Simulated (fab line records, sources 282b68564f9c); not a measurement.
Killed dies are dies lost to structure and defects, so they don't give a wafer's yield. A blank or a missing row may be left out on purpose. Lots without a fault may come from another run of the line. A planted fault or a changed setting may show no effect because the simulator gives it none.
Tool commonality check | flow rit_cmos | 14 lots, 42 wafers sampled

WHY IT WAS OPENED
At RIT_SPACER_THK_MEAS_04 the reading SPACER_NITRIDE_THK is flagged on 2 of 14 lots. Wafers without a fault read 250.8 nm, standard deviation 2.2.
Rule: a lot is flagged when every wafer of it that has a number lies more than 4 standard deviations from that mean, or none has a number. The other lots count as sound.

lot  | measured    | on            | SPACER_NITRIDE_THK (nm), wafer by wafer | flag
L574 | day 3 00:14 | film_metro-02 | 247.3 250.3 249.1                       |
L575 | day 3 06:52 | film_metro-01 | 247.6 248.8 248.8                       |
L576 | day 3 09:29 | film_metro-01 | 253.4 250.8 251.6                       |
L577 | day 3 16:45 | film_metro-03 | 250.2 248.3 249.1                       |
L578 | day 3 22:43 | film_metro-02 | 254.1 253.0 251.5                       |
L579 | day 4 04:05 | film_metro-03 | 247.9 247.7 247.4                       |
L580 | day 4 09:27 | film_metro-03 | 251.2 251.1 252.1                       |
L585 | day 5 11:25 | film_metro-03 | 254.8 253.3 254.8                       |
L586 | day 6 00:28 | film_metro-01 | 283.7 282.5 282.5                       | FLAGGED
L588 | day 6 07:47 | film_metro-02 | 289.5 287.8 289.4                       | FLAGGED
L591 | day 6 16:18 | film_metro-01 | 251.2 252.5 251.4                       |
L592 | day 6 20:38 | film_metro-02 | 249.0 249.8 249.3                       |
L594 | day 7 05:50 | film_metro-02 | 248.8 249.3 250.4                       |
L595 | day 7 08:49 | film_metro-01 | 250.2 250.8 249.7                       |
The numbers of the flagged lots are 285.9 nm on average: +35.1 nm against the usual, or +16 standard deviations.

WHICH TOOL RAN EACH LOT
The record holds 1 process step before the reading, out of a route of 202 steps. In each cell: the tool, then ch and the chambers that the sampled wafers went through, then the start.
lot  | flag    | RIT_SPACER_CVD_03
L574 |         | lpcvd-02 ch 0, day 2 22:19
L575 |         | lpcvd-01 ch 1, day 3 04:56
L576 |         | lpcvd-01 ch 0, day 3 07:34
L577 |         | lpcvd-01 ch 0, day 3 14:49
L578 |         | lpcvd-01 ch 1, day 3 20:49
L579 |         | lpcvd-02 ch 0, day 4 02:09
L580 |         | lpcvd-01 ch 1, day 4 07:32
L585 |         | lpcvd-01 ch 0, day 5 09:30
L586 | FLAGGED | lpcvd-02 ch 1, day 5 22:31
L588 | FLAGGED | lpcvd-02 ch 1, day 6 05:53
L591 |         | lpcvd-01 ch 0, day 6 14:23
L592 |         | lpcvd-01 ch 1, day 6 18:43
L594 |         | lpcvd-01 ch 0, day 7 03:55
L595 |         | lpcvd-01 ch 0, day 7 06:53
What these steps do:
- RIT_SPACER_CVD_03: deposits Si3N4 from SiH2Cl2/NH3, target thk 250 nm, time 3300 s.
- RIT_SPACER_THK_MEAS_04

FLAGGED OVER TOTAL, TOOL BY TOOL (the gauges that took the reading come last)
step                   | tool          | lots run | flagged | share of the flagged lots | sound lots run after its first flagged lot
RIT_SPACER_CVD_03      | lpcvd-01      | 10       | 0       | none                      | -
RIT_SPACER_CVD_03      | lpcvd-02      | 4        | 2       | all                       | 0
RIT_SPACER_THK_MEAS_04 | film_metro-01 | 5        | 1       | some                      | 2 (L591,L595)
RIT_SPACER_THK_MEAS_04 | film_metro-02 | 5        | 1       | some                      | 2 (L592,L594)
RIT_SPACER_THK_MEAS_04 | film_metro-03 | 4        | 0       | none                      | -

WHAT THE TABLE ALLOWS
1 row of the table ran every flagged lot: lpcvd-02 at RIT_SPACER_CVD_03.
- lpcvd-02 at RIT_SPACER_CVD_03: 2 of its 4 lots flagged. Its last sound lot is L579 (day 4 02:09), its first flagged lot L586 (day 5 22:31): a fault that began between those two fits. Its own readings lie more than 4 standard deviations out on every wafer of the flagged lots: sih2cl2_flow_sccm.
One tool is left: lpcvd-02 at RIT_SPACER_CVD_03.

WHAT THE SIMULATOR HAD PUT IN
Process parameter drift: lpcvd-02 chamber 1, from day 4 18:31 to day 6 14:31, at RIT_SPACER_CVD_03. Setting sih2cl2_flow_sccm, moved by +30, from 60. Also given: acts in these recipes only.
Lots struck among those shown: L586, L588. The rule above found the same.
